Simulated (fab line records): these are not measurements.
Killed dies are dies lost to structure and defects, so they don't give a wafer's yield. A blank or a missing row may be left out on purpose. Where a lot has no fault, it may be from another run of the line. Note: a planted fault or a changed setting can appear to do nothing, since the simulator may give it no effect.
Lot-split experiment    flow ritCmos    23 wafers read across 5 lots, on a route 202 steps long

SPLIT DETAILS
At RIT_GATE_COAT_11 (resist thk 850 nm), the setting spinRpm was moved away from the recipe's 4250 rpm on 10 of the 23 wafers read, by -5.5% to +5.0%. The other wafers ran this setting at the recipe's value.

The split's own step is where the reading is taken.

THE READING
NOVOLAK_of_GATE_COAT_11.thkNm (the simulator's own value, which no gauge read), in nm, at RIT_GATE_COAT_11 (resist thk 850 nm). There is no usual value for it anywhere in the file. The 13 wafers here that ran the recipe average 850.2 nm, standard deviation 1.8 nm.

wafer   tool, chamber at the split  spinRpm as run, rpm  against the recipe  NOVOLAK_of_GATE_COAT_11.thkNm, nm  against lot-mates on the recipe
L074.1  lithoTrack-01, 0            4016                 -5.5%               875.4                              +26.9
L074.3  lithoTrack-01, 0            4016                 -5.5%               875.2                              +26.7
L074.4  lithoTrack-01, 0            4250                 recipe              847.1                              -
L074.5  lithoTrack-01, 0            4016                 -5.5%               873.2                              +24.7
L074.6  lithoTrack-01, 0            4250                 recipe              849.9                              -
L075.1  lithoTrack-04, 0            4250                 recipe              850.6                              -
L075.2  lithoTrack-04, 0            4250                 recipe              850.5                              -
L075.4  lithoTrack-04, 0            4156                 -2.2%               862.8                              +10.7
L075.5  lithoTrack-04, 0            4156                 -2.2%               861.6                              +9.5
L075.6  lithoTrack-04, 0            4250                 recipe              855.1                              -
L076.3  lithoTrack-01, 0            4250                 recipe              848.7                              -
L076.4  lithoTrack-01, 0            4250                 recipe              848.5                              -
L076.6  lithoTrack-01, 0            4250                 recipe              849.2                              -
L079.1  lithoTrack-01, 0            4428                 +4.2%               832.1                              -18.3
L079.2  lithoTrack-01, 0            4428                 +4.2%               833.3                              -17.1
L079.3  lithoTrack-01, 0            4250                 recipe              849.9                              -
L079.5  lithoTrack-01, 0            4250                 recipe              850.9                              -
L079.6  lithoTrack-01, 0            4428                 +4.2%               828.7                              -21.7
L081.1  lithoTrack-01, 0            4462                 +5.0%               830.2                              -20.6
L081.3  lithoTrack-01, 0            4462                 +5.0%               831.3                              -19.5
L081.4  lithoTrack-01, 0            4250                 recipe              851.2                              -
L081.5  lithoTrack-01, 0            4250                 recipe              850.7                              -
L081.6  lithoTrack-01, 0            4250                 recipe              850.5                              -

THE FIT
A straight line over all 23 wafers: NOVOLAK_of_GATE_COAT_11.thkNm changes by -4.37 nm for each +1% of spinRpm; r = -0.99; the points scatter about the line by 1.9 nm.
The same after taking each lot's own level away (the mean of its wafers on the recipe; 23 wafers): -4.51 nm for each +1%; r = -0.99; scatter 1.5 nm.
On that fit, the largest move of spinRpm shifts the reading by 25 nm.
Across the lots, their own levels run from 848.50 to 852.07 nm, a range of 2.0 times the standard deviation given above.
Consequently the slope shifts little with the lot-to-lot level, the two slopes agreeing.
Check: +24.8 nm against its lot-mates is what the line predicts for one of the wafers moved furthest among these (-5.5%) when that wafer is left out of the fit. It came out at +26.9 nm against them.

OTHER SPLITS ON THESE WAFERS
Note: prior to the reading, these wafers also went through further splits. Each is held against what the fit with the lots' levels taken away leaves over:
other split on the same wafers    wafers away from the commonest value  r with NOVOLAK_of_GATE_COAT_11.thkNm (lot level and that fit taken away)
RIT_ACTIVE_CVD_03 timeS           10                                    +0.03
RIT_ACTIVE_ETCH_13 pressureMtorr  18                                    +0.00
RIT_FOX2_OXIDATION_00 tempC       15                                    -0.09
RIT_NWELL_IMPLANT_08 doseCm2      6                                     -0.19
RIT_PWELL_IMPLANT_08 doseCm2      7                                     +0.11
RIT_NRETRO_SOFTBAKE_02 tempC      7                                     +0.31
RIT_NRETRO_IMPLANT_08 energyKev   3                                     -0.30
RIT_GATE_OXIDATION_05 oxTimeS     10                                    -0.24

THE FILE'S OWN FIT
NOVOLAK_of_GATE_COAT_11.thkNm changes by -4.46 nm for each +1% of spinRpm, r = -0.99.
